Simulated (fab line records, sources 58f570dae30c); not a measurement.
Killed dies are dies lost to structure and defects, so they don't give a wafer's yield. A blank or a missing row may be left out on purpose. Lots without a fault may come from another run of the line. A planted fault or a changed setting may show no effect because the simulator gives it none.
Which tool did it? | flow berkeley_cmos170 | 15 lots, 45 wafers sampled, at 1 step of a route of 331

WHAT THE GAUGES READ, wafer by wafer
The record holds no reading of a measuring or inspecting step that can be judged against a usual standard deviation.

WHICH TOOL RAN EACH LOT (tool, then ch and the chambers of the sampled wafers, then the start)
lot  | UCB170_CONTACT_SOFTBAKE_05
L359 | litho_track-03 ch 0, day 8 10:46
L360 | litho_track-01 ch 0, day 8 20:38
L362 | litho_track-04 ch 0, day 8 20:45
L361 | litho_track-03 ch 0, day 8 22:45
L365 | litho_track-03 ch 0, day 9 14:01
L364 | litho_track-01 ch 0, day 9 14:22
L363 | litho_track-03 ch 0, day 9 16:03
L370 | litho_track-03 ch 0, day 10 13:20
L368 | litho_track-04 ch 0, day 10 15:14
L372 | litho_track-04 ch 0, day 11 01:30
L375 | litho_track-03 ch 0, day 12 01:31
L376 | litho_track-01 ch 0, day 12 02:01
L377 | litho_track-03 ch 0, day 12 06:19
L379 | litho_track-03 ch 0, day 12 17:43
L381 | litho_track-01 ch 0, day 13 12:50
- UCB170_CONTACT_SOFTBAKE_05: time 60 s.

WHAT THE TOOLS THEMSELVES READ (means of the sampled wafers that have a number; where no wafer has one, the mark that the record gives instead)
UCB170_CONTACT_SOFTBAKE_05.
lot  | tool           | run_length_s (s)
L359 | litho_track-03 | 89.15
L360 | litho_track-01 | 89.19
L362 | litho_track-04 | 89.38
L361 | litho_track-03 | 89.25
L365 | litho_track-03 | 89.28
L364 | litho_track-01 | 89.20
L363 | litho_track-03 | 89.15
L370 | litho_track-03 | 89.21
L368 | litho_track-04 | 89.38
L372 | litho_track-04 | 89.19
L375 | litho_track-03 | 94.09
L376 | litho_track-01 | 89.17
L377 | litho_track-03 | 93.97
L379 | litho_track-03 | 93.91
L381 | litho_track-01 | 89.20

THE ANSWER, worked out from the rows above alone
Rule: what is usual is taken from the lots themselves. Put in order of their means at a reading, lots are off if they are a third of the lots or fewer, leave a main group of 4 or more, and stand apart from it by a gap of 3 or more times the standard deviation of the main group's means; of several such gaps the widest counts. A main group whose means are all the same, to the digits that the tables above print for the reading, isn't used. A lot without any number at a reading at which 4 lots or more have one is off too. The other lots that the step has rows for count as sound. The gauges are gone through in route order, then the tools' own readings, and for those a lot's mean is taken as printed above. The first step at which some lot is off is used, and at that step the reading that is off furthest; a lot without a number counts as furthest.
Off: L375, L377, L379, at UCB170_CONTACT_SOFTBAKE_05 (run_length_s). The main group: mean 89.23 s, standard deviation 0.076.
A tool fits if, at that step or a process step before it, it ran every lot that is off, and no sound lot after the first of them. One fits: litho_track-03 at UCB170_CONTACT_SOFTBAKE_05. Its last sound lot is L370 (day 10 13:20), its first lot that is off L375 (day 12 01:31): a fault that began between those two fits.
The tool's own readings at UCB170_CONTACT_SOFTBAKE_05 bear it out: on the lots that are off they differ by more than 5 times the standard deviation of the sound lots' means. run_length_s reads 93.99 s there against 89.23 s on the sound lots.

WHAT THE SIMULATOR HAD PUT IN
Process parameter drift: litho_track-03, from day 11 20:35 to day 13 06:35, at UCB170_CONTACT_SOFTBAKE_05. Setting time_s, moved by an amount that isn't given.
Lots struck among those shown: L375, L377, L379. The rule above found the same.
